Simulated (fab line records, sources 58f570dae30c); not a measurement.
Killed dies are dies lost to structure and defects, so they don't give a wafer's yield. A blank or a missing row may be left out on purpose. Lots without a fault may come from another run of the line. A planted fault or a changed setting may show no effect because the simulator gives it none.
fab line records | flow berkeley_cmos170
record lots=5 wafers=15 last_day=11
route steps=331 shown PSD@175 NSD@187 BACKSIDE@199 SDANNEAL@204 PLDD@208 NLDD@209 SILICIDE@210 CONTACT@216
lots that met no fault: from a run of the same line without faults
start_h: hours from the record's first day to the start of the lot's first wafer shown | wait_h: hours since the lot's step before | " the same as in the row above | L1.1+2: a row that stands for several wafers | - no value, or no start given | * or withheld: withheld | < > ~ a bound
route shown NAME@n: a module of which the file shows steps, and the number in the route of the first | usual: mean/standard deviation of fault-free wafers | same: alike in all rows | chamber/n: place in a boat | sites: the reading at each site | _std_site: their standard deviation | _edge_site: outer sites' mean less inner sites' | radius_mm: how far each site lies from the wafer's centre | mask NAME#n: copy n | behind: the tool/chamber that last shaped the wafer | hold: why the lot was held/for how many hours/how that ended | device: the transistor (n, p or np) that didn't switch | end of line: the same wafers' tests at the end of the route | a step without rows: its recipe alone | killed: dies lost to structure and defects at the first sort, not the wafer's yield | map: a wafer's dies, x killed, . not, _ none there
set.NAME: the setting as run; set.NAME@STEP: as run at that earlier step | model.NAME: the simulator's own value behind a step, which no gauge read
lots at some steps of the route; a table a step, a row a wafer
services: from which hour (start_h, from the record's first day; less than 0 if before it) a tool's chamber was out of use, for how many hours, and why
## steps
# step UCB170_PSD_HMDS_00
# recipe prime_time_s=60 prime_temp_c=100
# columns lot.wafer tool chamber start_h wait_h
L082.4+5+6 litho_track-02 0 194.02 0.3
L086.3+5+6 litho_track-04 0 225.81 0.1
L092.1+2+3 litho_track-04 0 240.07 0.2
L090.1+2+5 litho_track-01 0 240.12 0.2
L091.1+2+5 litho_track-02 0 240.16 0.2
# step UCB170_PSD_COAT_01
# recipe resist=KrF spin_rpm=1500 resist_thk_nm=900
# columns lot.wafer tool chamber start_h wait_h
L082.4+5+6 litho_track-02 0 194.17 0.1
L086.3+5+6 litho_track-04 0 225.96 0.1
L092.1+2+3 litho_track-04 0 240.22 0.1
L090.1+2+5 litho_track-01 0 240.27 0.1
L091.1+2+5 litho_track-02 0 240.31 0.1
# step UCB170_PSD_SOFTBAKE_02
# recipe resist=KrF temp_c=130 time_s=60
# columns lot.wafer tool chamber start_h wait_h
L082.4+5+6 litho_track-02 0 194.32 0.1
L086.3+5+6 litho_track-04 0 226.11 0.1
L092.1+2+3 litho_track-04 0 240.37 0.1
L090.1+2+5 litho_track-01 0 240.42 0.1
L091.1+2+5 litho_track-02 0 240.46 0.1
# step UCB170_PSD_EXPOSE_03
# recipe mask_id=PSELECT_MOD na=0.5 sigma_outer=0.6 source_shape=conventional target_cd_nm=1200 dose_mj=30
# same na=0.5
# columns lot.wafer tool chamber start_h wait_h mask
L082.4+5+6 krf_scanner-01 0 194.57 0.2 PSELECT_MOD#0
L086.3+5+6 krf_scanner-01 0 226.37 0.2 PSELECT_MOD#0
L092.1+2+3 krf_scanner-01 0 240.64 0.2 PSELECT_MOD#0
L090.1+2+5 krf_scanner-01 0 240.76 0.3 PSELECT_MOD#0
L091.1+2+5 krf_scanner-01 0 240.88 0.4 PSELECT_MOD#0
# step UCB170_PSD_PEB_04
# recipe peb_temp_c=130 peb_time_s=withheld resist=KrF
# columns lot.wafer tool chamber start_h wait_h
L082.4+5+6 litho_track-04 0 195.12 0.5
L086.3+5+6 litho_track-01 0 226.50 0.1
L092.1+2+3 litho_track-04 0 240.97 0.3
L090.1+2+5 litho_track-04 0 241.24 0.5
L091.1+2+5 litho_track-02 0 241.33 0.4
# step UCB170_PSD_DEVELOP_05
# recipe developer=TMAH develop_time_s=45 resist=KrF dev_temp_c=21
# columns lot.wafer tool chamber start_h wait_h
L082.4+5+6 litho_track-04 0 - -
L086.3+5+6 litho_track-01 0 - -
L092.1+2+3 litho_track-04 0 - -
L090.1+2+5 litho_track-04 0 - -
L091.1+2+5 litho_track-02 0 - -
# step UCB170_PSD_CD_MEAS_06
# recipe target_cd_nm=1200
# usual cd_nm=1199.4/1.7
# columns lot.wafer tool chamber start_h wait_h cd_nm
L082.4 cd_sem-01 - 195.38 - 1197.3
L082.5 " - " " 1196.8
L082.6 " - " " 1198.5
L086.3 cd_sem-01 - 226.76 - 1201.0
L086.5 " - " " 1200.0
L086.6 " - " " 1201.4
L092.1 cd_sem-01 - 241.24 - 1199.3
L092.2 " - " " 1199.9
L092.3 " - " " 1199.8
L090.1 cd_sem-02 - 241.52 - 1200.2
L090.2 " - " " 1201.3
L090.5 " - " " 1200.6
L091.1 cd_sem-01 - 241.61 - 1198.4
L091.2 " - " " 1198.0
L091.5 " - " " 1199.1
# step UCB170_PSD_OVL_MEAS_07
# usual PSD_OVL=-4/5.2
# columns lot.wafer tool chamber start_h wait_h PSD_OVL[nm]
L082.4 overlay-02 - 195.46 0.1 3
L082.5 " - " " 0
L082.6 " - " " -16
L086.3 overlay-02 - 226.85 0.1 -7
L086.5 " - " " -2
L086.6 " - " " 0
L092.1 overlay-02 - 241.36 0.1 1
L092.2 " - " " -4
L092.3 " - " " 1
L090.1 overlay-01 - 241.64 0.1 2
L090.2 " - " " -4
L090.5 " - " " 2
L091.1 overlay-02 - 241.73 0.1 3
L091.2 " - " " 4
L091.5 " - " " 1
# step UCB170_PSD_IMPLANT_08
# recipe species=B dose_cm2=3e+15 energy_kev=20 tilt_deg=7
# columns lot.wafer tool chamber start_h wait_h
L082.4+5+6 implanter-02 0 195.56 0.1
L086.3+5+6 implanter-01 0 226.93 0.1
L092.1+2+3 implanter-04 0 241.40 0.0
L090.1+2+5 implanter-01 0 241.67 0.0
L091.1+2+5 implanter-02 0 241.76 0.0
# step UCB170_PSD_STRIP_09
# recipe chemistry=O2 power_w=400 pressure_mtorr=3500 platen_temp_c=withheld o2_flow_sccm=400 overash_fraction=0.5
# usual drypump_motor_current_A=5.6/0.3 oes_product_au=0.600/0.0044 strip_time_to_endpoint_s=29.39/0.079
# columns lot.wafer tool chamber start_h wait_h drypump_motor_current_A oes_product_au rf_hours_counter_h strip_time_to_endpoint_s
L082.4 plasma_asher-04 1 195.66 0.1 5.5 0.606 - 29.53
L082.5 " 0 " " 5.2 0.605 - 29.47
L082.6 " 1 " " 5.5 0.600 - 29.42
L086.3 plasma_asher-03 1 227.06 0.1 5.9 0.595 - 29.30
L086.5 " 1 " " 5.9 0.594 - 29.34
L086.6 " 0 " " 5.3 0.597 - 29.41
L092.1 plasma_asher-03 1 241.55 0.1 5.8 0.602 12 29.39
L092.2 " 0 " " 5.3 0.607 12 29.37
L092.3 " 1 " " 5.8 0.605 - 29.45
L090.1 plasma_asher-04 0 241.82 0.1 5.2 0.602 46 29.25
L090.2 " 1 " " 5.5 0.599 46 29.22
L090.5 " 1 " " 5.5 0.603 - 29.24
L091.1 plasma_asher-03 0 241.91 0.1 5.3 0.604 13 29.42
L091.2 " 1 " " 5.8 0.603 13 29.43
L091.5 " 1 " " 5.8 0.606 - 29.36
# step UCB170_PSD_TW_MEAS_10
# usual PSD_TW=2326/22
# columns lot.wafer tool chamber start_h wait_h PSD_TW
L082.4 film_metro-02 - 195.76 0.1 2361
L082.5 " - " " 2359
L082.6 " - " " 2364
L086.3 film_metro-04 - 227.15 0.1 2292
L086.5 " - " " 2300
L086.6 " - " " 2296
L092.1 film_metro-03 - 241.65 0.1 2324
L092.2 " - " " 2328
L092.3 " - " " 2324
L090.1 film_metro-03 - 241.92 0.1 2320
L090.2 " - " " 2314
L090.5 " - " " 2302
L091.1 film_metro-04 - 242.01 0.1 2295
L091.2 " - " " 2292
L091.5 " - " " 2294
# step UCB170_PSD_CLEAN_11
# recipe chemistry=SPM temp_c=120 time_s=600
# columns lot.wafer tool chamber start_h wait_h
L082.4+5+6 wet_bench-01 3 198.03 2.3
L086.3+5+6 wet_bench-04 1 227.21 0.0
L092.1+2+3 wet_bench-01 2 241.71 0.1
L090.1+2+5 wet_bench-01 3 242.15 0.2
L091.1+2+5 wet_bench-01 1 242.15 0.1
# step UCB170_NSD_HMDS_00
# recipe prime_time_s=60 prime_temp_c=100
# columns lot.wafer tool chamber start_h wait_h
L082.4+5+6 litho_track-02 0 198.88 0.7
L086.3+5+6 litho_track-01 0 227.43 0.1
L092.1+2+3 litho_track-03 0 242.00 0.1
L091.1+2+5 litho_track-03 0 242.45 0.1
L090.1+2+5 litho_track-01 0 242.47 0.1
# step UCB170_NSD_COAT_01
# recipe resist=KrF spin_rpm=1500 resist_thk_nm=900
# columns lot.wafer tool chamber start_h wait_h
L082.4+5+6 litho_track-02 0 199.03 0.1
L086.3+5+6 litho_track-01 0 227.58 0.1
L092.1+2+3 litho_track-03 0 242.15 0.1
L091.1+2+5 litho_track-03 0 242.60 0.1
L090.1+2+5 litho_track-01 0 242.62 0.1
# step UCB170_NSD_SOFTBAKE_02
# recipe resist=KrF temp_c=130 time_s=60
# columns lot.wafer tool chamber start_h wait_h
L082.4+5+6 litho_track-02 0 199.18 0.1
L086.3+5+6 litho_track-01 0 227.73 0.1
L092.1+2+3 litho_track-03 0 242.30 0.1
L091.1+2+5 litho_track-03 0 242.75 0.1
L090.1+2+5 litho_track-01 0 242.77 0.1
# step UCB170_NSD_EXPOSE_03
# recipe mask_id=NSELECT_MOD na=0.5 sigma_outer=0.6 source_shape=conventional target_cd_nm=1200 dose_mj=30
# same na=0.5
# columns lot.wafer tool chamber start_h wait_h mask
L082.4+5+6 krf_scanner-01 0 199.53 0.3 NSELECT_MOD#0
L086.3+5+6 krf_scanner-01 0 227.87 0.1 NSELECT_MOD#0
L092.1+2+3 krf_scanner-01 0 242.45 0.1 NSELECT_MOD#0
L091.1+2+5 krf_scanner-01 0 242.90 0.1 NSELECT_MOD#0
L090.1+2+5 krf_scanner-02 0 243.14 0.3 NSELECT_MOD#0
# step UCB170_NSD_PEB_04
# recipe peb_temp_c=130 peb_time_s=withheld resist=KrF
# columns lot.wafer tool chamber start_h wait_h
L082.4+5+6 litho_track-02 0 200.51 1.0
L086.3+5+6 litho_track-02 0 228.00 0.1
L092.1+2+3 litho_track-02 0 242.88 0.4
L091.1+2+5 litho_track-02 0 243.16 0.2
L090.1+2+5 litho_track-02 0 243.43 0.3
# step UCB170_NSD_DEVELOP_05
# recipe developer=TMAH develop_time_s=45 resist=KrF dev_temp_c=21
# columns lot.wafer tool chamber start_h wait_h
L082.4+5+6 litho_track-02 0 - -
L086.3+5+6 litho_track-02 0 - -
L092.1+2+3 litho_track-02 0 - -
L091.1+2+5 litho_track-02 0 - -
L090.1+2+5 litho_track-02 0 - -
# step UCB170_NSD_CD_MEAS_06
# recipe target_cd_nm=1200
# usual cd_nm=1199.6/1.6
# columns lot.wafer tool chamber start_h wait_h cd_nm
L082.4 cd_sem-01 - 200.77 - 1199.8
L082.5 " - " " 1199.5
L082.6 " - " " 1200.5
L086.3 cd_sem-02 - 228.26 - 1201.5
L086.5 " - " " 1201.0
L086.6 " - " " 1199.9
L092.1 cd_sem-02 - 243.16 - 1196.3
L092.2 " - " " 1196.5
L092.3 " - " " 1197.8
L091.1 cd_sem-01 - 243.43 - 1200.0
L091.2 " - " " 1200.3
L091.5 " - " " 1200.5
L090.1 cd_sem-01 - 243.70 - 1198.9
L090.2 " - " " 1198.6
L090.5 " - " " 1199.5
# step UCB170_NSD_OVL_MEAS_07
# usual NSD_OVL=-3/5.5
# columns lot.wafer tool chamber start_h wait_h NSD_OVL[nm]
L082.4 overlay-01 - 200.85 0.1 -8
L082.5 " - " " 0
L082.6 " - " " -9
L086.3 overlay-01 - 228.36 0.1 -4
L086.5 " - " " -8
L086.6 " - " " -1
L092.1 overlay-02 - 243.28 0.1 -3
L092.2 " - " " -6
L092.3 " - " " -2
L091.1 overlay-01 - 243.55 0.1 4
L091.2 " - " " -5
L091.5 " - " " -5
L090.1 overlay-02 - 243.82 0.1 -2
L090.2 " - " " -4
L090.5 " - " " 5
# step UCB170_NSD_IMPLANT_08
# recipe species=P dose_cm2=3e+15 energy_kev=40 tilt_deg=7
# columns lot.wafer tool chamber start_h wait_h
L082.4+5+6 implanter-03 0 200.94 0.1
L086.3+5+6 implanter-03 0 228.43 0.1
L092.1+2+3 implanter-02 0 243.31 0.0
L091.1+2+5 implanter-04 0 243.59 0.0
L090.1+2+5 implanter-02 0 243.86 0.0
# step UCB170_NSD_STRIP_09
# recipe chemistry=O2 power_w=400 pressure_mtorr=3500 platen_temp_c=withheld o2_flow_sccm=400 overash_fraction=0.5
# usual drypump_motor_current_A=5.64/0.29 oes_product_au=0.533/0.0046 strip_time_to_endpoint_s=35.82/0.065
# columns lot.wafer tool chamber start_h wait_h drypump_motor_current_A oes_product_au rf_hours_counter_h strip_time_to_endpoint_s
L082.4 plasma_asher-04 1 201.05 0.1 5.46 0.532 - 35.89
L082.5 " 0 " " 5.21 0.527 - 35.84
L082.6 " 1 " " 5.46 0.530 - 35.82
L086.3 plasma_asher-03 0 228.56 0.1 5.25 0.536 - 35.85
L086.5 " 1 " " 5.82 0.524 - 35.86
L086.6 " 0 " " 5.30 0.526 - 35.90
L092.1 plasma_asher-04 1 243.46 0.1 5.45 0.530 46 35.82
L092.2 " 0 " " 5.25 0.529 46 35.84
L092.3 " 1 " " 5.46 0.528 - 35.84
L091.1 plasma_asher-02 0 243.74 0.1 5.61 0.531 49 35.91
L091.2 " 1 " " 6.05 0.531 49 35.81
L091.5 " 0 " " 5.61 0.532 - 35.87
L090.1 plasma_asher-02 1 244.01 0.1 6.05 0.528 50 35.83
L090.2 " 0 " " 5.60 0.535 50 35.82
L090.5 " 1 " " 6.06 0.528 - 35.83
# step UCB170_NSD_TW_MEAS_10
# usual NSD_TW=4169/38
# columns lot.wafer tool chamber start_h wait_h NSD_TW
L082.4 film_metro-04 - 201.14 0.1 4168
L082.5 " - " " 4150
L082.6 " - " " 4151
L086.3 film_metro-04 - 228.65 0.1 4120
L086.5 " - " " 4116
L086.6 " - " " 4119
L092.1 film_metro-02 - 243.56 0.1 4213
L092.2 " - " " 4213
L092.3 " - " " 4194
L091.1 film_metro-04 - 243.84 0.1 4150
L091.2 " - " " 4127
L091.5 " - " " 4115
L090.1 film_metro-03 - 244.11 0.1 4168
L090.2 " - " " 4170
L090.5 " - " " 4196
# step UCB170_NSD_CLEAN_11
# recipe chemistry=SPM temp_c=120 time_s=600
# columns lot.wafer tool chamber start_h wait_h
L082.4+5+6 wet_bench-02 1 201.35 0.2
L086.3+5+6 wet_bench-02 0 228.69 0.0
L092.1+2+3 wet_bench-02 0 243.62 0.1
L091.1+2+5 wet_bench-02 0 243.90 0.1
L090.1+2+5 wet_bench-02 3 244.17 0.1
# step UCB170_BACKSIDE_HMDS_00
# recipe prime_time_s=60 prime_temp_c=100
# columns lot.wafer tool chamber start_h wait_h
L082.4+5+6 litho_track-04 0 202.10 0.6
L086.3+5+6 litho_track-04 0 228.93 0.1
L092.1+2+3 litho_track-04 0 243.80 0.0
L091.1+2+5 litho_track-01 0 244.07 0.0
L090.1+2+5 litho_track-03 0 244.35 0.0
# step UCB170_BACKSIDE_COAT_01
# recipe resist=KrF spin_rpm=1500 resist_thk_nm=900
# columns lot.wafer tool chamber start_h wait_h
L082.4+5+6 litho_track-04 0 202.25 0.1
L086.3+5+6 litho_track-04 0 229.08 0.1
L092.1+2+3 litho_track-04 0 243.95 0.1
L091.1+2+5 litho_track-01 0 244.22 0.1
L090.1+2+5 litho_track-03 0 244.50 0.1
# step UCB170_BACKSIDE_SOFTBAKE_02
# recipe resist=KrF temp_c=130 time_s=60
# columns lot.wafer tool chamber start_h wait_h
L082.4+5+6 litho_track-04 0 202.40 0.1
L086.3+5+6 litho_track-04 0 229.23 0.1
L092.1+2+3 litho_track-04 0 244.10 0.1
L091.1+2+5 litho_track-01 0 244.37 0.1
L090.1+2+5 litho_track-03 0 244.65 0.1
# step UCB170_BACKSIDE_STRIP_03
# recipe chemistry=O2 power_w=400 pressure_mtorr=3500 platen_temp_c=withheld o2_flow_sccm=400 overash_fraction=0.5
# usual drypump_motor_current_A=5.71/0.28 oes_product_au=0.734/0.0042 strip_time_to_endpoint_s=21.97/0.06
# columns lot.wafer tool chamber start_h wait_h drypump_motor_current_A oes_product_au rf_hours_counter_h strip_time_to_endpoint_s
L082.4 plasma_asher-03 0 202.51 0.1 5.33 0.729 - 21.94
L082.5 " 0 " " 5.33 0.734 - 22.05
L082.6 " 1 " " 5.86 0.740 - 22.02
L086.3 plasma_asher-03 0 229.36 0.1 5.28 0.734 - 21.90
L086.5 " 0 " " 5.29 0.736 - 21.91
L086.6 " 1 " " 5.85 0.742 - 21.92
L092.1 plasma_asher-03 1 244.25 0.1 5.85 0.742 13 22.02
L092.2 " 0 " " 5.31 0.737 13 22.03
L092.3 " 0 " " 5.30 0.736 - 22.04
L091.1 plasma_asher-02 1 244.52 0.1 6.01 0.730 50 21.87
L091.2 " 0 " " 5.61 0.735 50 21.89
L091.5 " 1 " " 6.02 0.739 - 21.88
L090.1 plasma_asher-03 0 244.80 0.1 5.28 0.736 13 21.91
L090.2 " 1 " " 5.84 0.738 13 21.91
L090.5 " 1 " " 5.85 0.736 - 21.91
# step UCB170_BACKSIDE_CLEAN_04
# recipe chemistry=SPM temp_c=120 time_s=600
# columns lot.wafer tool chamber start_h wait_h
L082.4+5+6 wet_bench-02 3 202.63 0.1
L086.3+5+6 wet_bench-01 3 229.48 0.1
L092.1+2+3 wet_bench-02 3 244.35 0.1
L091.1+2+5 wet_bench-02 1 244.62 0.1
L090.1+2+5 wet_bench-03 3 245.02 0.2
# step UCB170_SDANNEAL_RTA_00
# recipe temp_c=900 time_s=10 ambient=N2
# usual lamp_power_pct=28.2/2.3 wafer_temp_C_max=903.9/1.3
# columns lot.wafer tool chamber start_h wait_h lamp_power_pct wafer_temp_C_max
L082.4 rtp_anneal-02 0 202.84 0.0 29.9 905.0
L082.5 " 0 " " 29.8 904.2
L082.6 " 0 " " 29.9 903.4
L086.3 rtp_anneal-02 0 229.68 0.0 29.9 904.7
L086.5 " 0 " " 29.8 904.4
L086.6 " 0 " " 29.9 904.5
L092.1 rtp_anneal-02 0 244.52 0.0 29.8 904.2
L092.2 " 0 " " 29.9 904.5
L092.3 " 0 " " 29.8 904.2
L091.1 rtp_anneal-01 0 244.80 0.0 25.0 904.6
L091.2 " 0 " " 24.9 903.0
L091.5 " 0 " " 24.9 902.3
L090.1 rtp_anneal-02 0 245.21 0.0 29.8 905.1
L090.2 " 0 " " 29.8 904.0
L090.5 " 0 " " 29.9 904.7
# step UCB170_SDANNEAL_RTA_01
# recipe temp_c=1050 time_s=5 ambient=N2
# usual lamp_power_pct=44/3.6 wafer_temp_C_max=1054.5/1.3
# columns lot.wafer tool chamber start_h wait_h lamp_power_pct wafer_temp_C_max
L082.4 rtp_anneal-02 0 202.90 0.1 46 1054.3
L082.5 " 0 " " 46 1056.4
L082.6 " 0 " " 46 1055.3
L086.3 rtp_anneal-02 0 229.75 0.1 46 1054.2
L086.5 " 0 " " 46 1054.4
L086.6 " 0 " " 46 1055.2
L092.1 rtp_anneal-02 0 244.59 0.1 46 1056.9
L092.2 " 0 " " 46 1055.0
L092.3 " 0 " " 46 1054.8
L091.1 rtp_anneal-01 0 244.86 0.1 39 1052.7
L091.2 " 0 " " 39 1053.4
L091.5 " 0 " " 38 1053.5
L090.1 rtp_anneal-02 0 245.28 0.1 46 1056.3
L090.2 " 0 " " 46 1056.9
L090.5 " 0 " " 46 1055.6
# step UCB170_SDANNEAL_RS_MEAS_02
# recipe thk_meas_gauge=four-point-probe
# usual PSD_RS=75.61/0.3
# columns lot.wafer tool chamber start_h wait_h PSD_RS[ohm/sq]
L082.4 film_metro-02 - 203.15 0.2 75.49
L082.5 " - " " 75.26
L082.6 " - " " 75.44
L086.3 film_metro-03 - 229.82 0.1 75.80
L086.5 " - " " 76.01
L086.6 " - " " 75.85
L092.1 film_metro-03 - 244.65 0.0 75.75
L092.2 " - " " 75.58
L092.3 " - " " 75.92
L091.1 film_metro-02 - 244.92 0.0 75.79
L091.2 " - " " 75.54
L091.5 " - " " 75.77
L090.1 film_metro-04 - 245.34 0.0 75.38
L090.2 " - " " 75.40
L090.5 " - " " 75.34
# step UCB170_SDANNEAL_RS_MEAS_03
# recipe thk_meas_gauge=four-point-probe
# usual NSD_RS=37.26/0.083
# columns lot.wafer tool chamber start_h wait_h NSD_RS[ohm/sq]
L082.4 film_metro-02 - 203.27 0.1 37.27
L082.5 " - " " 37.31
L082.6 " - " " 37.30
L086.3 film_metro-03 - 229.94 0.1 37.28
L086.5 " - " " 37.25
L086.6 " - " " 37.20
L092.1 film_metro-03 - 244.77 0.1 37.19
L092.2 " - " " 37.25
L092.3 " - " " 37.18
L091.1 film_metro-02 - 245.04 0.1 37.36
L091.2 " - " " 37.31
L091.5 " - " " 37.34
L090.1 film_metro-04 - 245.46 0.1 37.11
L090.2 " - " " 37.18
L090.5 " - " " 37.07
# step UCB170_SDANNEAL_RS_MEAS_04
# recipe thk_meas_gauge=four-point-probe
# usual PLDD_RS=1030.9/2.7
# columns lot.wafer tool chamber start_h wait_h PLDD_RS[ohm/sq]
L082.4 film_metro-02 - 203.39 0.1 1027.5
L082.5 " - " " 1028.0
L082.6 " - " " 1027.5
L086.3 film_metro-03 - 230.06 0.1 1029.9
L086.5 " - " " 1032.4
L086.6 " - " " 1033.1
L092.1 film_metro-03 - 244.89 0.1 1032.7
L092.2 " - " " 1029.5
L092.3 " - " " 1030.6
L091.1 film_metro-02 - 245.16 0.1 1030.8
L091.2 " - " " 1032.0
L091.5 " - " " 1032.5
L090.1 film_metro-04 - 245.58 0.1 1031.6
L090.2 " - " " 1030.5
L090.5 " - " " 1032.3
# step UCB170_SDANNEAL_RS_MEAS_05
# recipe thk_meas_gauge=four-point-probe
# usual NLDD_RS=616.8/1.6
# columns lot.wafer tool chamber start_h wait_h NLDD_RS[ohm/sq]
L082.4 film_metro-02 - 203.51 0.1 618.1
L082.5 " - " " 619.0
L082.6 " - " " 619.1
L086.3 film_metro-03 - 230.18 0.1 616.5
L086.5 " - " " 616.8
L086.6 " - " " 617.2
L092.1 film_metro-03 - 245.01 0.1 615.1
L092.2 " - " " 615.3
L092.3 " - " " 614.5
L091.1 film_metro-02 - 245.28 0.1 618.2
L091.2 " - " " 617.5
L091.5 " - " " 620.0
L090.1 film_metro-04 - 245.70 0.1 618.5
L090.2 " - " " 619.1
L090.5 " - " " 616.1
# step UCB170_SILICIDE_PRE_CLEAN_00
# recipe gas=Ar preclean_etch_time_s=60
# columns lot.wafer tool chamber start_h wait_h
L082.4+5+6 pvd_sputter-03 - 203.57 0.0
L086.3+5+6 pvd_sputter-04 - 230.38 0.2
L092.1+2+3 pvd_sputter-03 - 245.13 0.1
L091.1+2+5 pvd_sputter-01 - 245.40 0.1
L090.1+2+5 pvd_sputter-04 - 245.82 0.1
# step UCB170_SILICIDE_SPUTTER_01
# recipe material=Ti target_thk_nm=30 time_s=25 power_w=1500 chamber_pressure_pa=0.5
# usual chamber_pressure_pa=0.4999/0.00098 throttle_valve_pct=29.9/1.1
# columns lot.wafer tool chamber start_h wait_h chamber_pressure_pa throttle_valve_pct
L082.4 pvd_sputter-03 - 203.64 0.0 0.5018 30.2
L082.5 " - " " 0.4999 29.3
L082.6 " - " " 0.4980 29.1
L086.3 pvd_sputter-04 - 230.45 0.0 0.5010 27.8
L086.5 " - " " 0.4998 28.6
L086.6 " - " " 0.5012 29.5
L092.1 pvd_sputter-03 - 245.19 0.0 0.4988 29.2
L092.2 " - " " 0.5002 30.0
L092.3 " - " " 0.5006 29.0
L091.1 pvd_sputter-01 - 245.47 0.0 0.4993 31.2
L091.2 " - " " 0.4988 32.2
L091.5 " - " " 0.5006 32.1
L090.1 pvd_sputter-04 - 245.89 0.0 0.5005 30.3
L090.2 " - " " 0.4997 29.4
L090.5 " - " " 0.4992 29.9
# step UCB170_SILICIDE_RS_MEAS_02
# recipe thk_meas_gauge=four-point-probe reads=Ti_of_SILICIDE_SPUTTER_01
# usual SILICIDE_TI_RS=25.98/0.28
# columns lot.wafer tool chamber start_h wait_h SILICIDE_TI_RS[ohm/sq]
L082.4 film_metro-01 - 203.73 0.1 26.06
L082.5 " - " " 26.18
L082.6 " - " " 26.25
L086.3 film_metro-01 - 230.52 0.1 26.25
L086.5 " - " " 25.95
L086.6 " - " " 26.39
L092.1 film_metro-03 - 245.28 0.1 26.15
L092.2 " - " " 25.80
L092.3 " - " " 26.31
L091.1 film_metro-03 - 245.50 0.0 26.19
L091.2 " - " " 25.98
L091.5 " - " " 26.16
L090.1 film_metro-01 - 245.92 0.0 25.52
L090.2 " - " " 26.05
L090.5 " - " " 25.58
# step UCB170_SILICIDE_THK_MEAS_03
# recipe thk_meas_gauge=xrf reads=Ti_of_SILICIDE_SPUTTER_01
# usual SILICIDE_TI_THK=30.5/0.31
# columns lot.wafer tool chamber start_h wait_h SILICIDE_TI_THK[nm]
L082.4 film_metro-01 - 203.82 0.1 30.5
L082.5 " - " " 30.4
L082.6 " - " " 30.2
L086.3 film_metro-01 - 230.62 0.1 30.0
L086.5 " - " " 30.3
L086.6 " - " " 29.9
L092.1 film_metro-03 - 245.40 0.1 30.4
L092.2 " - " " 30.6
L092.3 " - " " 30.3
L091.1 film_metro-03 - 245.62 0.1 30.1
L091.2 " - " " 30.3
L091.5 " - " " 30.3
L090.1 film_metro-01 - 246.04 0.1 31.2
L090.2 " - " " 30.4
L090.5 " - " " 30.8
# step UCB170_SILICIDE_RTA_04
# recipe temp_c=650 time_s=15 ambient=N2
# usual lamp_power_pct=11.6/1 wafer_temp_C_max=652.4/1.1
# columns lot.wafer tool chamber start_h wait_h lamp_power_pct wafer_temp_C_max
L082.4 rtp_anneal-02 0 203.89 0.1 12.8 652.5
L082.5 " 0 " " 12.8 652.6
L082.6 " 0 " " 12.8 653.3
L086.3 rtp_anneal-01 0 230.69 0.1 10.7 652.1
L086.5 " 0 " " 10.7 651.8
L086.6 " 0 " " 10.7 651.9
L092.1 rtp_anneal-01 0 245.46 0.1 10.7 651.3
L092.2 " 0 " " 10.7 652.3
L092.3 " 0 " " 10.7 652.1
L091.1 rtp_anneal-02 0 245.68 0.1 12.8 652.8
L091.2 " 0 " " 12.8 654.0
L091.5 " 0 " " 12.8 653.1
L090.1 rtp_anneal-01 0 246.10 0.1 10.7 651.9
L090.2 " 0 " " 10.7 651.9
L090.5 " 0 " " 10.7 652.2
# step UCB170_SILICIDE_WET_ETCH_05
# recipe chemistry=SPM time_s=45 temp_c=120 target=Ti
# columns lot.wafer tool chamber start_h wait_h
L082.4+5+6 wet_bench-02 0 204.17 0.3
L086.3+5+6 wet_bench-01 3 230.74 0.0
L092.1+2+3 wet_bench-04 0 245.53 0.1
L091.1+2+5 wet_bench-04 0 245.75 0.1
L090.1+2+5 wet_bench-04 3 246.17 0.1
# step UCB170_CONTACT_CLEAN_00
# recipe chemistry=SPM temp_c=120 time_s=600
# columns lot.wafer tool chamber start_h wait_h
L082.4+5+6 wet_bench-02 1 204.19 0.0
L086.3+5+6 wet_bench-01 1 230.76 0.0
L092.1+2+3 wet_bench-02 0 245.55 0.0
L091.1+2+5 wet_bench-02 1 245.78 0.0
L090.1+2+5 wet_bench-02 1 246.19 0.0
# step UCB170_CONTACT_CVD_01
# recipe material=PSG target_thk_nm=700 temp_c=450 precursor=SiH4/O2/PH3 time_s=2820 pressure_mtorr=300 sih4_flow_sccm=60 o2_flow_sccm=90 ph3_flow_sccm=25
# columns lot.wafer tool chamber start_h wait_h
L082.4+5+6 lpcvd-02 1 204.85 0.5
L086.3+5+6 lpcvd-01 1 231.45 0.5
L092.1+2+3 lpcvd-02 0 245.73 0.0
L090.1+2+5 lpcvd-01 1 246.78 0.4
L091.1+2+5 lpcvd-01 0 246.78 0.8
# step UCB170_CONTACT_THK_MEAS_02
# recipe reads=PSG_of_CONTACT_CVD_01
# usual CONTACT_PSG_THK=700/6
# columns lot.wafer tool chamber start_h wait_h CONTACT_PSG_THK[nm]
L082.4 film_metro-01 - 206.67 0.0 698
L082.5 " - " " 704
L082.6 " - " " 705
L086.3 film_metro-02 - 234.14 0.0 701
L086.5 " - " " 704
L086.6 " - " " 707
L092.1 film_metro-01 - 247.51 0.0 687
L092.2 " - " " 693
L092.3 " - " " 692
L090.1 film_metro-01 - 248.56 0.0 701
L090.2 " - " " 703
L090.5 " - " " 706
L091.1 film_metro-03 - 248.56 0.0 697
L091.2 " - " " 691
L091.5 " - " " 692
# step UCB170_CONTACT_HMDS_03
# recipe prime_time_s=60 prime_temp_c=100
# columns lot.wafer tool chamber start_h wait_h
L082.4+5+6 litho_track-03 0 206.77 0.1
L086.3+5+6 litho_track-03 0 234.23 0.1
L092.1+2+3 litho_track-03 0 247.60 0.1
L091.1+2+5 litho_track-02 0 248.62 0.1
L090.1+2+5 litho_track-04 0 248.72 0.1
# step UCB170_CONTACT_COAT_04
# recipe resist=KrF spin_rpm=1500 resist_thk_nm=900
# columns lot.wafer tool chamber start_h wait_h
L082.4+5+6 litho_track-03 0 206.92 0.1
L086.3+5+6 litho_track-03 0 234.38 0.1
L092.1+2+3 litho_track-03 0 247.75 0.1
L091.1+2+5 litho_track-02 0 248.77 0.1
L090.1+2+5 litho_track-04 0 248.87 0.1
# step UCB170_CONTACT_SOFTBAKE_05
# recipe resist=KrF temp_c=130 time_s=60
# columns lot.wafer tool chamber start_h wait_h
L082.4+5+6 litho_track-03 0 207.07 0.1
L086.3+5+6 litho_track-03 0 234.53 0.1
L092.1+2+3 litho_track-03 0 247.90 0.1
L091.1+2+5 litho_track-02 0 248.92 0.1
L090.1+2+5 litho_track-04 0 249.02 0.1
## services
# columns tool chamber start_h hours kind
krf_scanner-01 - 171.27 1.3 pm
krf_scanner-01 0 179.65 - calibration
implanter-04 - 189.68 34.4 pm
implanter-02 - 196.12 3.4 pm
plasma_asher-03 - 199.55 2.8 pm
pvd_sputter-04 - 207.87 10.5 repair
plasma_asher-04 - 209.06 5.4 repair
krf_scanner-02 - 211.18 1.0 pm
wet_bench-01 - 211.59 1.7 repair
krf_scanner-01 - 222.00 1.0 pm
implanter-04 - 224.06 4.9 pm
pvd_sputter-03 - 225.23 9.6 repair
pvd_sputter-01 - 228.35 6.2 repair
implanter-03 - 242.84 5.6 repair
## key
fault none
